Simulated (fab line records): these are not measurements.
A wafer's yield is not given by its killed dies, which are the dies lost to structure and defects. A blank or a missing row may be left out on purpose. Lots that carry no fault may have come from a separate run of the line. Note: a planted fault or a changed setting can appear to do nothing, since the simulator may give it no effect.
Which of the tools did it? :: flow ritCmos :: 13 lots with 39 wafers sampled at 2 steps, on a route of 202 steps

## WHAT THE GAUGES SHOWED, per wafer
RIT_ACTIVE_THK_MEAS_04.
lot: L170
measured: day 1 14:16
on: filmMetro-02
ACTIVE_NITRIDE_THK (nm): 150.1 151.6 151.4

lot: L171
measured: day 1 20:37
on: filmMetro-03
ACTIVE_NITRIDE_THK (nm): 152.3 152.8 153.2

lot: L172
measured: day 1 23:41
on: filmMetro-02
ACTIVE_NITRIDE_THK (nm): 149.9 149.8 150.1

lot: L174
measured: day 2 09:35
on: filmMetro-02
ACTIVE_NITRIDE_THK (nm): 148.5 147.6 147.1

lot: L175
measured: day 2 14:32
on: filmMetro-02
ACTIVE_NITRIDE_THK (nm): 147.3 148.0 148.8

lot: L177
measured: day 3 00:37
on: filmMetro-03
ACTIVE_NITRIDE_THK (nm): 149.5 148.9 148.6

lot: L180
measured: day 3 17:01
on: filmMetro-02
ACTIVE_NITRIDE_THK (nm): 121.4 121.5 120.7

lot: L184
measured: day 4 12:55
on: filmMetro-03
ACTIVE_NITRIDE_THK (nm): 150.6 150.7 150.2

lot: L185
measured: day 4 16:32
on: filmMetro-03
ACTIVE_NITRIDE_THK (nm): 149.9 149.5 150.0

lot: L186
measured: day 4 22:06
on: filmMetro-01
ACTIVE_NITRIDE_THK (nm): 147.9 148.6 147.4

lot: L187
measured: day 5 03:27
on: filmMetro-03
ACTIVE_NITRIDE_THK (nm): 151.0 150.8 150.6

lot: L189
measured: day 5 12:32
on: filmMetro-01
ACTIVE_NITRIDE_THK (nm): 147.3 149.2 148.5

lot: L191
measured: day 5 23:16
on: filmMetro-03
ACTIVE_NITRIDE_THK (nm): 149.1 150.2 149.2

## TOOL THAT RAN EACH LOT (tool first, then ch and the chambers of the sampled wafers, then the start)
lot: L170
RIT_ACTIVE_CVD_03: lpcvd-02 ch 0, day 1 12:07

lot: L171
RIT_ACTIVE_CVD_03: lpcvd-01 ch 1, day 1 19:11

lot: L172
RIT_ACTIVE_CVD_03: lpcvd-01 ch 1, day 1 22:16

lot: L174
RIT_ACTIVE_CVD_03: lpcvd-01 ch 1, day 2 08:10

lot: L175
RIT_ACTIVE_CVD_03: lpcvd-01 ch 0, day 2 13:07

lot: L177
RIT_ACTIVE_CVD_03: lpcvd-01 ch 1, day 2 23:11

lot: L180
RIT_ACTIVE_CVD_03: lpcvd-02 ch 0, day 3 15:35

lot: L184
RIT_ACTIVE_CVD_03: lpcvd-01 ch 0, day 4 11:29

lot: L185
RIT_ACTIVE_CVD_03: lpcvd-01 ch 0, day 4 15:07

lot: L186
RIT_ACTIVE_CVD_03: lpcvd-01 ch 0, day 4 20:40

lot: L187
RIT_ACTIVE_CVD_03: lpcvd-01 ch 0, day 5 01:19

lot: L189
RIT_ACTIVE_CVD_03: lpcvd-01 ch 1, day 5 11:07

lot: L191
RIT_ACTIVE_CVD_03: lpcvd-01 ch 0, day 5 21:52
- RIT_ACTIVE_CVD_03: deposits Si3N4 from SiH2Cl2/NH3, target thk 150 nm, time 1500 s.

## WHAT THE TOOLS THEMSELVES READ (means of the sampled wafers that have a number; where no wafer has one, the mark that the record gives instead)
RIT_ACTIVE_CVD_03.
lot: L170
tool: lpcvd-02
pressureMtorr (mTorr): 300.7
spikeTcCentreC (C): 815.2
spikeTcSourceC (C): 830.6
susceptorTempC (C): 810.3

lot: L171
tool: lpcvd-01
pressureMtorr (mTorr): 300.8
spikeTcCentreC (C): 811.1
spikeTcSourceC (C): 836.7
susceptorTempC (C): 810.5

lot: L172
tool: lpcvd-01
pressureMtorr (mTorr): 299.2
spikeTcCentreC (C): 810.7
spikeTcSourceC (C): 836.4
susceptorTempC (C): 809.6

lot: L174
tool: lpcvd-01
pressureMtorr (mTorr): 300.4
spikeTcCentreC (C): 810.2
spikeTcSourceC (C): 836.5
susceptorTempC (C): 810.0

lot: L175
tool: lpcvd-01
pressureMtorr (mTorr): 300.1
spikeTcCentreC (C): 814.3
spikeTcSourceC (C): 833.9
susceptorTempC (C): 809.8

lot: L177
tool: lpcvd-01
pressureMtorr (mTorr): 300.4
spikeTcCentreC (C): 810.1
spikeTcSourceC (C): 837.4
susceptorTempC (C): 810.0

lot: L180
tool: lpcvd-02
pressureMtorr (mTorr): 150.1
spikeTcCentreC (C): 815.3
spikeTcSourceC (C): 829.7
susceptorTempC (C): 810.1

lot: L184
tool: lpcvd-01
pressureMtorr (mTorr): 300.3
spikeTcCentreC (C): 813.7
spikeTcSourceC (C): 833.7
susceptorTempC (C): 809.2

lot: L185
tool: lpcvd-01
pressureMtorr (mTorr): 300.7
spikeTcCentreC (C): 813.8
spikeTcSourceC (C): 833.3
susceptorTempC (C): 809.6

lot: L186
tool: lpcvd-01
pressureMtorr (mTorr): 299.8
spikeTcCentreC (C): 813.0
spikeTcSourceC (C): 833.4
susceptorTempC (C): 809.7

lot: L187
tool: lpcvd-01
pressureMtorr (mTorr): 300.1
spikeTcCentreC (C): 812.9
spikeTcSourceC (C): 833.3
susceptorTempC (C): 809.3

lot: L189
tool: lpcvd-01
pressureMtorr (mTorr): 300.2
spikeTcCentreC (C): 811.0
spikeTcSourceC (C): 836.8
susceptorTempC (C): 810.0

lot: L191
tool: lpcvd-01
pressureMtorr (mTorr): 299.9
spikeTcCentreC (C): 813.1
spikeTcSourceC (C): 835.0
susceptorTempC (C): 810.3

## THE ANSWER, worked out from the rows above alone
Rule: what is usual is taken from the lots themselves. Put in order of their means at a reading, lots are off if they are a third of the lots or fewer, leave a main group of 4 or more, and stand apart from it by a gap of 3 or more times the standard deviation of the main group's means; of several such gaps the widest counts. If all means in a main group match to the digits the tables above print for the reading, that group is not used. Also off: a lot with no number at a reading for which 4 or more lots have one. All remaining lots with rows at the step are treated as sound. After the gauges, taken in route order, come the tools' own readings; for these a lot's mean is taken, as printed above. The first step at which some lot is off is used, and at that step the reading that is off furthest; a lot without a number counts as furthest.
Off: L180, at RIT_ACTIVE_THK_MEAS_04 (ACTIVE_NITRIDE_THK). The main group: mean 149.6 nm, standard deviation 1.4.
A tool fits if, at a process step before that reading, it ran every lot that is off, and no sound lot after the first of them. Not tried: the gauges at RIT_ACTIVE_THK_MEAS_04; whatever is off there is also off at RIT_ACTIVE_CVD_03, on other tools, and gauge error can't account for it. One candidate fits, namely lpcvd-02 at RIT_ACTIVE_CVD_03. A fault onset in the window from L170 (day 1 12:07, its last sound lot) to L180 (day 3 15:35, its first lot off) fits.
The tool's own readings at RIT_ACTIVE_CVD_03 bear it out: on the lots that are off they differ by more than 5 times the standard deviation of the sound lots' means. pressureMtorr reads 150.1 mTorr there against 300.2 mTorr on the sound lots.

## WHAT THE SIMULATOR HAD INSERTED
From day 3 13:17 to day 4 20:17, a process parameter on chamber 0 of lpcvd-02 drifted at RIT_ACTIVE_CVD_03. A move of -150 in setting pressureMtorr, from 300. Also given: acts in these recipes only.
Shown lots that were struck: L180. The rule given above showed the same thing.
